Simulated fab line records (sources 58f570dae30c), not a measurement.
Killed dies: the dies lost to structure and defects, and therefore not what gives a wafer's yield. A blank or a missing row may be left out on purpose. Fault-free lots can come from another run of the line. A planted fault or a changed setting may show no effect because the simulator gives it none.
Matching of chambers	flow berkeley cmos170	4 sister chambers for UCB170_V1_CMP_02 on cmp-02
The step polishes SiO2. 4 wafers are shown with their chamber, then 10 later ones without.

## WAFERS PAIRED WITH THEIR CHAMBERS
wafer	chamber	motor current A (A)
L309.2	2	18.1
L311.5	0	17.8
L312.1	1	18.2
L312.5	3	15.5

## WAFERS WITHOUT THEIR CHAMBER
wafer	motor current A (A)
L312.6	17.7
L313.3	17.9
L313.5	17.4
L313.6	16.6
L314.1	17.3
L314.2	18.6
L314.5	16.2
L315.2	17.1
L315.3	18.1
L315.6	17.9

## WHICH CHAMBER EACH WENT THROUGH
wafer	from the rows above	in truth
L312.6	can't be placed: 0 or 2 or 1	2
L313.3	can't be placed: 0 or 2 or 1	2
L313.5	can't be placed: 0 or 2 or 1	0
L313.6	can't be placed: 3 or 0 or 2 or 1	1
L314.1	can't be placed: 0 or 2 or 1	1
L314.2	can't be placed: 1 or 2 or 0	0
L314.5	can't be placed: 3 or 0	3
L315.2	can't be placed: 0 or 2 or 1 or 3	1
L315.3	can't be placed: 2 or 1 or 0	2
L315.6	can't be placed: 0 or 2 or 1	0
Placed correctly: 0 of 10. Not placeable from these rows: 10 (in 10, the candidates include the true chamber). Placed wrongly: 0.
How it was worked out, from the rows above alone: a wafer's distance from a chamber is the root of the sum, over the readings, of the square of ((its reading less the chamber's mean) divided by the reading's scatter). If the next closest chamber is less than 2 further off than the closest, the wafer can't be placed; otherwise it belongs to the closest. The mean given for a chamber averages the wafers shown for that chamber. The scatter (one wafer shown for each chamber): square how far every hidden wafer sits from the nearest shown wafer, average those squares and take the square root.
